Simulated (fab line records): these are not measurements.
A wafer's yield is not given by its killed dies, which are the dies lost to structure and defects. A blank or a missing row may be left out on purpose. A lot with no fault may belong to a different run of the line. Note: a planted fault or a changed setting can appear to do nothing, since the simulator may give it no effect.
Which tool did it? + flow berkeley cmos170 + 21 wafers from 7 lots sampled at 4 of the route's 331 steps

## WHAT THE GAUGES READ, wafer by wafer
UCB170_NVT_TW_MEAS_09.
| lot  | measured     | on            | NVT_TW      |
|------|--------------|---------------|-------------|
| L302 | day 7 12:27  | film metro-01 | 530 526 526 |
| L304 | day 7 12:54  | film metro-03 | 521 520 521 |
| L307 | day 8 01:14  | film metro-03 | 516 516 517 |
| L310 | day 8 22:07  | film metro-02 | 523 520 521 |
| L311 | day 9 08:01  | film metro-03 | 514 515 514 |
| L319 | day 11 01:48 | film metro-01 | 554 553 552 |
| L323 | day 11 23:06 | film metro-02 | 526 524 526 |

## TOOL THAT RAN EACH LOT (tool first, then ch and the chambers of the sampled wafers, then the start)
| lot  | UCB170_PWELL_STRIP_16               | UCB170_ACTIVE_STRIP_16               | UCB170_NVT_IMPLANT_07           |
|------|-------------------------------------|--------------------------------------|---------------------------------|
| L302 | plasma asher-01 ch 0,1, day 4 02:14 | plasma asher-02 ch 0,1, day 5 12:30  | implanter-01 ch 0, day 7 12:12  |
| L304 | plasma asher-02 ch 0,1, day 4 08:49 | plasma asher-02 ch 0,1, day 5 20:10  | implanter-04 ch 0, day 7 12:39  |
| L307 | plasma asher-01 ch 0,1, day 4 19:35 | plasma asher-01 ch 0,1, day 6 04:30  | implanter-04 ch 0, day 8 00:59  |
| L310 | plasma asher-03 ch 0,1, day 5 09:23 | plasma asher-02 ch 0,1, day 7 03:39  | implanter-03 ch 0, day 8 21:53  |
| L311 | plasma asher-03 ch 0,1, day 5 18:05 | plasma asher-04 ch 0,1, day 7 15:24  | implanter-04 ch 0, day 9 07:46  |
| L319 | plasma asher-03 ch 0,1, day 7 17:29 | plasma asher-04 ch 0,1, day 9 09:18  | implanter-04 ch 0, day 11 01:33 |
| L323 | plasma asher-01 ch 1, day 8 22:34   | plasma asher-04 ch 0,1, day 10 08:22 | implanter-01 ch 0, day 11 22:52 |
- UCB170_PWELL_STRIP_16: strips in O2.
- UCB170_ACTIVE_STRIP_16: strips in O2.
- UCB170_NVT_IMPLANT_07

## THE ANSWER, worked out from the rows above alone
Rule: what is usual is taken from the lots themselves. The widest of any qualifying gaps counts: lots, ordered by their means at a reading, are off when they make up no more than a third of the lots, leave a main group of 4 or more, and stand apart from it by 3 or more times the standard deviation of that group's means. Not used: any main group whose means are identical at the precision the tables above print for the reading. Also off: a lot with no number at a reading for which 4 or more lots have one. The other lots that the step has rows for count as sound.
Off: L319, seen at UCB170_NVT_TW_MEAS_09 (NVT_TW). For the main group the mean is 521 and the standard deviation 4.6.
A tool fits if, at a process step before that reading, it ran every lot that is off, and no sound lot after the first of them. Those tools and the gauges at UCB170_NVT_TW_MEAS_09 are tried in the same way. Can't be told from this: 3 tools fit, plasma asher-03 at UCB170_PWELL_STRIP_16, implanter-04 at UCB170_NVT_IMPLANT_07, film metro-01 at UCB170_NVT_TW_MEAS_09.

## WHAT THE SIMULATOR PUT IN
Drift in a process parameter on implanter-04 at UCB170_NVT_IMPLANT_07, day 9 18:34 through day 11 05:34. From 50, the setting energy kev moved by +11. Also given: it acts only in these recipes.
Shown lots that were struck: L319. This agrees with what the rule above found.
